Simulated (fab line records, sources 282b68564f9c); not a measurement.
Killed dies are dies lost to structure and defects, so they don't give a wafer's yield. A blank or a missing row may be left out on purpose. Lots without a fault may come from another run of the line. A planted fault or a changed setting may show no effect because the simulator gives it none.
Split-lot experiment | flow rit_cmos | 5 lots, 23 wafers read, on a route of 202 steps

THE SPLIT
At RIT_M1_SOFTBAKE_05 (time 60 s), the setting temp_c was moved away from the recipe's 90 C on 11 of the 23 wafers read, by +1.2% to +3.8%. The other wafers ran this setting at the recipe's value.

The reading is taken at the split's own step.

THE READING
NOVOLAK_of_M1_COAT_04.thk_nm (the simulator's own value, which no gauge read), in nm, at RIT_M1_SOFTBAKE_05 (time 60 s). The file gives no usual value for it. The 12 wafers here that ran the recipe average 1298 nm, standard deviation 2.1 nm.

wafer  | tool, chamber at the split | temp_c as run, C | against the recipe | NOVOLAK_of_M1_COAT_04.thk_nm, nm | against lot-mates on the recipe
L075.1 | litho_track-03, 0          | 90               | recipe             | 1295                             | -
L075.2 | litho_track-03, 0          | 90               | recipe             | 1295                             | -
L075.3 | litho_track-03, 0          | 91.1             | +1.2%              | 1292                             | -5
L075.4 | litho_track-03, 0          | 90               | recipe             | 1300                             | -
L075.6 | litho_track-03, 0          | 91.1             | +1.2%              | 1293                             | -4
L076.1 | litho_track-03, 0          | 90               | recipe             | 1299                             | -
L076.2 | litho_track-03, 0          | 93.45            | +3.8%              | 1289                             | -11
L076.4 | litho_track-03, 0          | 93.45            | +3.8%              | 1289                             | -11
L076.5 | litho_track-03, 0          | 93.45            | +3.8%              | 1288                             | -12
L076.6 | litho_track-03, 0          | 90               | recipe             | 1301                             | -
L081.1 | litho_track-03, 0          | 92.11            | +2.3%              | 1291                             | -7
L081.2 | litho_track-03, 0          | 92.11            | +2.3%              | 1288                             | -10
L081.3 | litho_track-03, 0          | 92.11            | +2.3%              | 1286                             | -12
L081.4 | litho_track-03, 0          | 90               | recipe             | 1299                             | -
L081.6 | litho_track-03, 0          | 90               | recipe             | 1297                             | -
L083.1 | litho_track-04, 0          | 90               | recipe             | 1298                             | -
L083.3 | litho_track-04, 0          | 91.16            | +1.3%              | 1296                             | -2
L083.5 | litho_track-04, 0          | 91.16            | +1.3%              | 1296                             | -2
L083.4 | litho_track-04, 0          | 91.16            | +1.3%              | 1294                             | -4
L083.6 | litho_track-04, 0          | 90               | recipe             | 1299                             | -
L085.1 | litho_track-01, 0          | 90               | recipe             | 1298                             | -
L085.2 | litho_track-01, 0          | 90               | recipe             | 1296                             | -
L085.5 | litho_track-01, 0          | 90               | recipe             | 1302                             | -

THE FIT
A straight line over all 23 wafers: NOVOLAK_of_M1_COAT_04.thk_nm changes by -2.88 nm for each +1% of temp_c; r = -0.86; the points scatter about the line by 2.4 nm.
The same after taking each lot's own level away (the mean of its wafers on the recipe; 23 wafers): -3.2 nm for each +1%; r = -0.92; scatter 1.9 nm.
On that fit, the largest move of temp_c shifts the reading by 12 nm.
The lots' own levels span 1296.7 to 1300.0 nm, that is 1.6 times the standard deviation above.
So the lot-to-lot level changes the slope little: the two slopes agree.
Check: with one of the wafers moved furthest among these (+3.8%) left out of the fit, the line predicts -12.7 nm for it against its lot-mates. It came out at -11 nm against them.

OTHER SPLITS ON THESE WAFERS
These wafers also went through other splits before the reading. Each is held against what the fit with the lots' levels taken away leaves over:
other split on the same wafers | wafers away from the commonest value | r with NOVOLAK_of_M1_COAT_04.thk_nm (lot level and that fit taken away)
RIT_CONTACT_CVD_00 time_s      | 11                                   | +0.04

THE FILE'S OWN FIT
NOVOLAK_of_M1_COAT_04.thk_nm changes by -3.31 nm for each +1% of temp_c, r = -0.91.
